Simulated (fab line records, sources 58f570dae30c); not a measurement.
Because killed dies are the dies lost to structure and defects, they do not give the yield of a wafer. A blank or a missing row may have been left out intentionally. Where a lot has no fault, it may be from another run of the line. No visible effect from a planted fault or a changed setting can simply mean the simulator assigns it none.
Which tool is to blame?    flow berkeley_cmos170    45 wafers from 15 lots sampled at 6 of the route's 331 steps

## WHAT THE GAUGES READ, wafer by wafer
UCB170_M1_RS_MEAS_01: measurement is done with a four-point probe. Usual: M1_AL_RS 0.0486 ohm/sq, standard deviation 0.00067.
lot   measured      on             M1_AL_RS (ohm/sq)     flag
L735  day 6 22:07   film_metro-03  0.0485 0.0482 0.0486  
L737  day 7 10:54   film_metro-03  0.0493 0.0481 0.0488  
L739  day 7 11:20   film_metro-01  0.0497 0.0500 0.0499  
L740  day 7 11:26   film_metro-03  0.0484 0.0486 0.0481  
L738  day 7 12:17   film_metro-01  0.0490 0.0491 0.0480  
L741  day 7 22:59   film_metro-03  0.0488 0.0490 0.0489  
L742  day 8 21:32   film_metro-01  0.0497 0.0485 0.0485  
L743  day 8 21:44   film_metro-03  0.0495 0.0480 0.0488  
L747  day 9 05:47   film_metro-01  0.0500 0.0485 0.0501  
L746  day 9 07:22   film_metro-03  0.0492 0.0490 0.0493  
L749  day 10 03:13  film_metro-01  0.0494 0.0494 0.0494  
L754  day 11 09:16  film_metro-01  0.0487 0.0489 0.0489  
L753  day 11 09:51  film_metro-01  0.0488 0.0493 0.0494  
L756  day 11 13:46  film_metro-01  0.0486 0.0472 0.0484  
L755  day 11 13:56  film_metro-01  0.0491 0.0480 0.0487  

UCB170_M2_CD_MEAS_15 targets a cd of 700 nm. Usual: cd_nm reads 700.1 nm (standard deviation 1.6).
lot   measured      on         cd_nm (nm)         flag
L735  day 7 10:58   cd_sem-02  702.0 702.1 703.0  
L737  day 8 03:21   cd_sem-02  701.8 702.4 702.6  
L739  day 8 03:33   cd_sem-02  699.7 699.9 700.2  
L740  day 8 03:52   cd_sem-02  700.9 699.4 699.3  
L738  day 8 03:37   cd_sem-01  698.6 698.3 698.8  
L741  day 8 10:51   cd_sem-02  699.3 700.0 700.5  
L742  day 9 07:22   cd_sem-01  698.6 698.9 699.9  
L743  day 9 07:59   cd_sem-01  700.2 700.6 700.0  
L747  day 9 15:16   cd_sem-02  699.4 697.9 698.8  
L746  day 9 19:32   cd_sem-01  700.2 700.2 700.0  
L749  day 10 13:49  cd_sem-02  702.5 703.1 702.5  
L754  day 11 19:17  cd_sem-01  700.4 701.9 700.1  
L753  day 11 19:52  cd_sem-01  699.2 697.7 699.3  
L756  day 12 04:43  cd_sem-01  698.7 698.8 698.2  
L755  day 12 04:49  cd_sem-01  698.5 698.5 698.1  

UCB170_M2_CD_MEAS_90 targets a cd of 700 nm. Usual: cd_nm reads 702 nm (standard deviation 3.8).
lot   measured      on         cd_nm (nm)   flag
L735  day 7 11:26   cd_sem-02  700 707 699  
L737  day 8 03:50   cd_sem-01  704 704 707  
L739  day 8 04:02   cd_sem-01  704 705 706  
L740  day 8 04:22   cd_sem-01  704 697 696  
L738  day 8 04:07   cd_sem-02  694 697 703  
L741  day 8 11:20   cd_sem-01  698 698 703  
L742  day 9 07:52   cd_sem-02  699 705 705  
L743  day 9 08:29   cd_sem-02  721 720 724  OFF
L747  day 9 15:48   cd_sem-01  728 726 722  OFF
L746  day 9 20:13   cd_sem-02  728 723 726  OFF
L749  day 10 14:17  cd_sem-02  706 707 697  
L754  day 11 19:46  cd_sem-02  707 707 706  
L753  day 11 20:21  cd_sem-02  704 694 698  
L756  day 12 05:13  cd_sem-01  703 706 702  
L755  day 12 05:19  cd_sem-02  693 701 692  

UCB170_V2_BOW_MEAS_03. Usual: V2_BOW 37 um, standard deviation 7.1.
lot   measured      on             V2_BOW (um)  flag
L735  day 7 12:05   film_metro-03  29 45 39     
L737  day 8 04:28   film_metro-03  37 35 36     
L739  day 8 04:40   film_metro-01  42 31 39     
L740  day 8 05:04   film_metro-03  35 30 26     
L738  day 8 04:44   film_metro-04  19 34 41     
L741  day 8 12:03   film_metro-04  31 33 50     
L742  day 9 08:29   film_metro-01  29 39 47     
L749  day 10 14:56  film_metro-04  41 38 34     
L754  day 11 20:25  film_metro-03  32 46 49     
L753  day 11 20:59  film_metro-01  43 35 41     
L756  day 12 05:50  film_metro-03  41 26 32     
L755  day 12 06:07  film_metro-04  37 41 29     

## EACH LOT AND THE TOOL THAT RAN IT (in order: tool; ch and the chambers of the sampled wafers; start)
lot   UCB170_M2_METAL_ETCH_18            UCB170_M2_STRIP_19
L735  rie_metal-03 ch 0,1, day 7 11:08   plasma_asher-02 ch 0,1, day 7 11:19
L737  rie_metal-02 ch 0,1, day 8 03:33   plasma_asher-04 ch 0,1, day 8 03:43
L739  rie_metal-04 ch 1, day 8 03:45     plasma_asher-04 ch 0,1, day 8 03:56
L740  rie_metal-02 ch 0,1, day 8 04:04   plasma_asher-04 ch 0,1, day 8 04:16
L738  rie_metal-03 ch 0,1, day 8 03:48   plasma_asher-02 ch 0,1, day 8 03:59
L741  rie_metal-02 ch 0,1, day 8 11:04   plasma_asher-01 ch 0,1, day 8 11:14
L742  rie_metal-04 ch 0,1, day 9 07:33   plasma_asher-02 ch 0, day 9 07:44
L743  rie_metal-02 ch 0,1, day 9 08:13   plasma_asher-04 ch 0,1, day 9 08:22
L747  rie_metal-02 ch 0,1, day 9 15:31   plasma_asher-01 ch 0,1, day 9 15:40
L746  rie_metal-02 ch 1, day 9 19:47     plasma_asher-02 ch 0,1, day 9 20:06
L749  rie_metal-03 ch 0,1, day 10 14:02  plasma_asher-04 ch 0,1, day 10 14:11
L754  rie_metal-04 ch 0,1, day 11 19:28  plasma_asher-01 ch 1, day 11 19:39
L753  rie_metal-03 ch 0,1, day 11 20:02  plasma_asher-02 ch 0,1, day 11 20:14
L756  rie_metal-04 ch 0,1, day 12 04:54  plasma_asher-04 ch 0,1, day 12 05:05
L755  rie_metal-03 ch 0,1, day 12 05:01  plasma_asher-01 ch 0,1, day 12 05:13
- UCB170_M2_METAL_ETCH_18: etches Al in Cl2/BCl3, stops on SiO2, target depth 1170 nm, time 195 s.
- UCB170_M2_STRIP_19: strips in O2.

## AS READ BY THE TOOLS THEMSELVES (means over the sampled wafers that have a number; for cases with no such wafer, the mark the record gives instead)
UCB170_M2_METAL_ETCH_18. Usual: drypump_motor_current_A 5.6 A, standard deviation 0.38; oes_product_au 0.853 a.u., standard deviation 0.0076; run_length_s 223.3 s, standard deviation 0.5; throttle_valve_pct 24.39 %, standard deviation 0.13.
lot   tool          drypump_motor_current_A (A)  oes_product_au (a.u.)  run_length_s (s)  throttle_valve_pct (%)  flag
L735  rie_metal-03  5.7                          0.859                  223.5             24.19                   
L737  rie_metal-02  5.3                          0.854                  223.0             24.48                   
L739  rie_metal-04  5.6                          0.853                  223.6             24.49                   
L740  rie_metal-02  5.1                          0.855                  223.2             24.44                   
L738  rie_metal-03  5.7                          0.856                  223.4             24.19                   
L741  rie_metal-02  5.3                          0.853                  222.7             24.46                   
L742  rie_metal-04  5.7                          0.847                  223.6             24.48                   
L743  rie_metal-02  5.1                          1.033                  133.6             24.36                   OFF
L747  rie_metal-02  5.3                          1.035                  133.4             24.38                   OFF
L746  rie_metal-02  5.6                          1.031                  133.0             24.42                   OFF
L749  rie_metal-03  5.9                          0.851                  223.5             24.19                   
L754  rie_metal-04  5.7                          0.843                  223.4             24.48                   
L753  rie_metal-03  5.7                          0.862                  223.6             24.19                   
L756  rie_metal-04  5.7                          0.852                  223.3             24.48                   
L755  rie_metal-03  5.7                          0.858                  223.7             24.20                   

UCB170_M2_STRIP_19. Usual: drypump_motor_current_A 5.55 A, standard deviation 0.27; oes_product_au 0.547 a.u., standard deviation 0.023.
lot   tool             drypump_motor_current_A (A)  oes_product_au (a.u.)  flag
L735  plasma_asher-02  5.53                         0.558                  
L737  plasma_asher-04  5.50                         0.524                  
L739  plasma_asher-04  5.76                         0.578                  
L740  plasma_asher-04  5.50                         0.529                  
L738  plasma_asher-02  5.52                         0.558                  
L741  plasma_asher-01  5.41                         0.519                  
L742  plasma_asher-02  5.55                         0.568                  
L743  plasma_asher-04  5.76                         0.722                  OFF
L747  plasma_asher-01  5.47                         0.723                  OFF
L746  plasma_asher-02  5.56                         0.718                  OFF
L749  plasma_asher-04  5.74                         0.571                  
L754  plasma_asher-01  5.37                         0.563                  
L753  plasma_asher-02  5.55                         0.557                  
L756  plasma_asher-04  5.50                         0.545                  
L755  plasma_asher-01  5.40                         0.554                  

## THE ANSWER, worked out from the rows above alone
Rule: lot off if the mean of its wafers having a number is beyond 3 standard deviations from the usual mean. A lot without any number at a reading at which 4 lots or more have one is off too. Any other lot the step has rows for is counted as sound. Order of review: gauges by route order, followed by the tools' own readings, for which a lot's mean as printed above is used. At the first step where some lot is off, the reading lying furthest off is the one used; lots without a number count as furthest.
Off at UCB170_M2_CD_MEAS_90 (cd_nm): L743, L747, L746.
A tool fits if, at a process step before that reading, it ran every lot that is off, and no sound lot after the first of them. The gauges at UCB170_M2_CD_MEAS_90 aren't tried: what is off there is off at UCB170_M2_METAL_ETCH_18 too, on other tools, and a gauge's error can't cause that. One fits: rie_metal-02 at UCB170_M2_METAL_ETCH_18. Its last sound lot is L741 (day 8 11:04), its first lot that is off L743 (day 9 08:13): a fault that began between those two fits.
The tool's own readings at UCB170_M2_METAL_ETCH_18 bear it out: on the lots that are off they differ by more than 5 times the standard deviation of the sound lots' means. oes_product_au reads 1.033 a.u. there against 0.854 a.u. on the sound lots; run_length_s reads 133.3 s there against 223.4 s on the sound lots.

## WHAT THE SIMULATOR HAD INSERTED
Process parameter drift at UCB170_M2_METAL_ETCH_18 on rie_metal-02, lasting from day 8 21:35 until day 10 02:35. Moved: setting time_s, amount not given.
Lots struck among those shown: L743, L747, L746. The same result came from the rule above.
